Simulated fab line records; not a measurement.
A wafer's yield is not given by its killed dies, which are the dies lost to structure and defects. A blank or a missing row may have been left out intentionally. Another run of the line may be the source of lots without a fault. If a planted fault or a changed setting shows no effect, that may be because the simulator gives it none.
A single fault, viewed from 2 desks ; flow berkeley_cmos170 ; each desk has only its own numbers; what lay behind them comes last

== AT THE METROLOGY DESK ==
Means of the sampled wafers that have a number, per lot and without regard to the tool the lot ran on: this is what the gauges read. If a lot's mean is further than 4 standard deviations from the usual mean, the lot is out of limits and carries the mark OUT (the distance appears in the brackets).
Columns: A = PWELL_OVL at UCB170_PWELL_OVL_MEAS_13, usual -4 nm; B = CONTACT_PSG_THK at UCB170_CONTACT_THK_MEAS_02, usual 700 nm
lot;first seen here;A;B
L652;day 2 22:41;-7;699
L653;day 3 13:15;-4;688
L656;day 3 20:22;-3;700
L657;day 4 06:33;-9;703
L658;day 4 10:16;-6;696
L660;day 4 13:25;-12;706
L661;day 4 21:20;-10;702
L666;day 6 01:05;-1;-
L667;day 6 01:21;-4;-
L670;day 6 15:12;-4;700
L669;day 6 15:23;-5;-
L672;day 7 05:22;-1;707
L671;day 7 05:32;0;684
L673;day 7 10:05;-6;714
L674;day 7 21:12;-3;690
Finding of this desk: none of the 15 lots has anything out of limits.

== FOR THE TOOL OWNER'S DESK: rtp_anneal-02 ==
At UCB170_SDANNEAL_RTA_00 (time 10 s), the tool's own readings, given per lot that ran on this tool as the mean of the sampled wafers with a number. If a lot's mean is further than 4 standard deviations from the usual mean, the lot is out of limits and carries the mark OUT (the distance appears in the brackets).
Columns: A = anneal_temp_c_max at UCB170_SDANNEAL_RTA_00, usual 903.4; B = chamber_o2_ppm at UCB170_SDANNEAL_RTA_00, usual 2.004; C = lamp_power_pct at UCB170_SDANNEAL_RTA_00, usual 22.6 %; D = wafer_temp_C_max at UCB170_SDANNEAL_RTA_00, usual 904.5
lot;first seen here;A;B;C;D
L652;day 6 23:29;904.5;2.004;20.0;902.7
L653;day 7 11:16;903.3;2.010;20.0;902.4
L656;day 7 16:56;903.7;2.011;20.0;902.6
L660;day 8 03:45;903.8;1.980;20.0;902.5
L661;day 8 19:23;904.3;2.000;20.0;902.3
L671;day 11 12:01;903.9;2.027;20.0;903.2
L674;day 11 21:02;903.1;2.002;20.0;903.2
Finding of this desk: none of the 7 lots has anything out of limits.

== ALL TOGETHER ==
The metrology desk saw nothing out of limits.
The tool owner's desk saw nothing out of limits.

== WHAT THE SIMULATOR PUT IN ==
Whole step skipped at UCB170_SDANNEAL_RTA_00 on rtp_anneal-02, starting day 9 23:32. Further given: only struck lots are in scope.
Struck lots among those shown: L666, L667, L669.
